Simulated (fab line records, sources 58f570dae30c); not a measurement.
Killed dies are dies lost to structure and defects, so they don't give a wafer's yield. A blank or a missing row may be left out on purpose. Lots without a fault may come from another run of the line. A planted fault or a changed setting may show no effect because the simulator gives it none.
Which tool did it? | flow berkeley_cmos170 | 15 lots, 45 wafers sampled, at 3 steps of a route of 331

WHAT THE GAUGES READ, wafer by wafer
UCB170_V1_BOW_MEAS_03. Usual: V1_BOW 18 um, standard deviation 7.4.
lot  | measured     | on            | V1_BOW (um) | flag
L634 | day 8 04:02  | film_metro-04 | 26 22 14    |
L635 | day 8 05:19  | film_metro-03 | 22 33 22    |
L636 | day 8 13:19  | film_metro-02 | 10 21 16    |
L641 | day 9 11:06  | film_metro-04 | 32 28 18    |
L640 | day 9 12:24  | film_metro-03 | 17 12 17    |
L643 | day 9 22:31  | film_metro-04 | 11 19 11    |
L642 | day 9 23:52  | film_metro-04 | 18 19 -2    |
L645 | day 11 00:46 | film_metro-02 | 22 7 16     |
L647 | day 11 03:37 | film_metro-04 | 1 30 35     |
L646 | day 11 07:32 | film_metro-04 | 12 19 8     |
L653 | day 12 00:41 | film_metro-04 | 7 22 16     |
L654 | day 12 10:38 | film_metro-02 | 9 21 22     |
L655 | day 12 13:13 | film_metro-04 | 24 15 32    |
L651 | day 12 14:30 | film_metro-03 | 17 13 8     |
L657 | day 13 01:32 | film_metro-03 | 13 24 26    |

WHICH TOOL RAN EACH LOT (tool, then ch and the chambers of the sampled wafers, then the start)
lot  | UCB170_GATE_ETCH_15              | UCB170_PSD_STRIP_09
L634 | rie_si-02 ch 1,2,3, day 6 21:40  | plasma_asher-03 ch 0,1, day 7 13:15
L635 | rie_si-02 ch 1,3, day 6 22:13    | plasma_asher-02 ch 0,1, day 7 13:17
L636 | rie_si-01 ch 0,3, day 7 09:22    | plasma_asher-03 ch 1, day 7 22:04
L641 | rie_si-02 ch 1,3, day 8 07:33    | plasma_asher-02 ch 0,1, day 8 23:05
L640 | rie_si-02 ch 2,3, day 8 07:46    | plasma_asher-03 ch 0,1, day 8 23:18
L643 | rie_si-01 ch 1,3, day 8 18:28    | plasma_asher-02 ch 0,1, day 9 08:37
L642 | rie_si-02 ch 0,2,3, day 8 18:43  | plasma_asher-03 ch 0,1, day 9 08:30
L645 | rie_si-01 ch 1,2,3, day 9 18:11  | plasma_asher-02 ch 0,1, day 10 07:57
L647 | rie_si-01 ch 0,3, day 10 04:02   | plasma_asher-01 ch 0,1, day 10 15:19
L646 | rie_si-02 ch 1,2,3, day 10 04:42 | plasma_asher-01 ch 0, day 10 15:56
L653 | rie_si-02 ch 0,1,2, day 10 22:31 | plasma_asher-03 ch 0,1, day 11 10:34
L654 | rie_si-01 ch 0,2,3, day 11 09:00 | plasma_asher-01 ch 0,1, day 11 20:47
L655 | rie_si-02 ch 0,1,2, day 11 09:04 | plasma_asher-02 ch 0,1, day 11 20:53
L651 | rie_si-02 ch 1,2, day 11 09:20   | plasma_asher-02 ch 0,1, day 11 21:20
L657 | rie_si-01 ch 1,2, day 12 00:48   | plasma_asher-01 ch 0,1, day 12 10:46
- UCB170_GATE_ETCH_15: etches poly-Si in HBr/Cl2, stops on SiO2, time 56.3 s, target depth 278.2 nm.
- UCB170_PSD_STRIP_09: strips in O2.

WHAT THE TOOLS THEMSELVES READ (means of the sampled wafers that have a number; where no wafer has one, the mark that the record gives instead)
UCB170_GATE_ETCH_15. Usual: drypump_motor_current_A 5.8 A, standard deviation 0.49; oes_product_au 0.839 a.u., standard deviation 0.011; run_length_s 84.7 s, standard deviation 0.42; throttle_valve_pct 26.56 %, standard deviation 0.15.
lot  | tool      | drypump_motor_current_A (A) | oes_product_au (a.u.) | run_length_s (s) | throttle_valve_pct (%) | flag
L634 | rie_si-02 | 5.8                         | 0.836                 | 84.7             | 26.69                  |
L635 | rie_si-02 | 5.9                         | 0.841                 | 84.5             | 26.65                  |
L636 | rie_si-01 | 5.8                         | 0.847                 | 84.9             | 26.55                  |
L641 | rie_si-02 | 5.9                         | 0.836                 | 84.7             | 26.64                  |
L640 | rie_si-02 | 5.9                         | 0.834                 | 84.3             | 26.72                  |
L643 | rie_si-01 | 6.0                         | 0.846                 | 84.5             | 26.49                  |
L642 | rie_si-02 | 6.1                         | 0.843                 | 84.5             | 26.67                  |
L645 | rie_si-01 | 5.7                         | 0.846                 | 84.7             | 26.44                  |
L647 | rie_si-01 | 5.4                         | 0.832                 | 84.9             | 26.53                  |
L646 | rie_si-02 | 5.8                         | 0.841                 | 84.6             | 26.69                  |
L653 | rie_si-02 | 6.0                         | 0.981                 | 76.1             | 26.63                  | OFF
L654 | rie_si-01 | 5.5                         | 0.840                 | 84.6             | 26.50                  |
L655 | rie_si-02 | 6.1                         | 0.992                 | 75.9             | 26.62                  | OFF
L651 | rie_si-02 | 5.7                         | 0.982                 | 76.1             | 26.73                  | OFF
L657 | rie_si-01 | 5.5                         | 0.848                 | 84.2             | 26.35                  |

UCB170_PSD_STRIP_09. Usual: drypump_motor_current_A 5.7 A, standard deviation 0.38; oes_product_au 0.600 a.u., standard deviation 0.0045; strip_time_to_endpoint_s 29.38 s, standard deviation 0.081.
lot  | tool            | drypump_motor_current_A (A) | oes_product_au (a.u.) | strip_time_to_endpoint_s (s) | flag
L634 | plasma_asher-03 | 5.7                         | 0.600                 | 29.40                        |
L635 | plasma_asher-02 | 5.7                         | 0.600                 | 29.55                        |
L636 | plasma_asher-03 | 6.4                         | 0.598                 | 29.29                        |
L641 | plasma_asher-02 | 5.7                         | 0.600                 | 29.41                        |
L640 | plasma_asher-03 | 6.0                         | 0.595                 | 29.32                        |
L643 | plasma_asher-02 | 5.7                         | 0.598                 | 29.38                        |
L642 | plasma_asher-03 | 5.7                         | 0.601                 | 29.41                        |
L645 | plasma_asher-02 | 6.0                         | 0.599                 | 29.50                        |
L647 | plasma_asher-01 | 5.6                         | 0.603                 | 29.35                        |
L646 | plasma_asher-01 | 5.5                         | 0.603                 | 29.23                        |
L653 | plasma_asher-03 | 6.0                         | 0.602                 | 29.36                        |
L654 | plasma_asher-01 | 5.6                         | 0.601                 | 29.41                        |
L655 | plasma_asher-02 | 5.7                         | 0.601                 | 29.44                        |
L651 | plasma_asher-02 | 6.0                         | 0.598                 | 29.45                        |
L657 | plasma_asher-01 | 5.6                         | 0.600                 | 29.34                        |

THE ANSWER, worked out from the rows above alone
Rule: a lot is off if the mean of its wafers that have a number lies more than 3 standard deviations from the usual mean. A lot without any number at a reading at which 4 lots or more have one is off too. The other lots that the step has rows for count as sound. The gauges are gone through in route order, then the tools' own readings, and for those a lot's mean is taken as printed above. The first step at which some lot is off is used, and at that step the reading that is off furthest; a lot without a number counts as furthest.
Off: L653, L655, L651, at UCB170_GATE_ETCH_15 (run_length_s).
A tool fits if, at that step or a process step before it, it ran every lot that is off, and no sound lot after the first of them. One fits: rie_si-02 at UCB170_GATE_ETCH_15. Its last sound lot is L646 (day 10 04:42), its first lot that is off L653 (day 10 22:31): a fault that began between those two fits.
The tool's own readings at UCB170_GATE_ETCH_15 bear it out: on the lots that are off they differ by more than 5 times the standard deviation of the sound lots' means. oes_product_au reads 0.985 a.u. there against 0.841 a.u. on the sound lots; run_length_s reads 76.0 s there against 84.6 s on the sound lots.

WHAT THE SIMULATOR HAD PUT IN
Process parameter drift: rie_si-02, from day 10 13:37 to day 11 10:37, at UCB170_GATE_ETCH_15. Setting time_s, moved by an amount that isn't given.
Lots struck among those shown: L653, L655, L651. The rule above found the same.
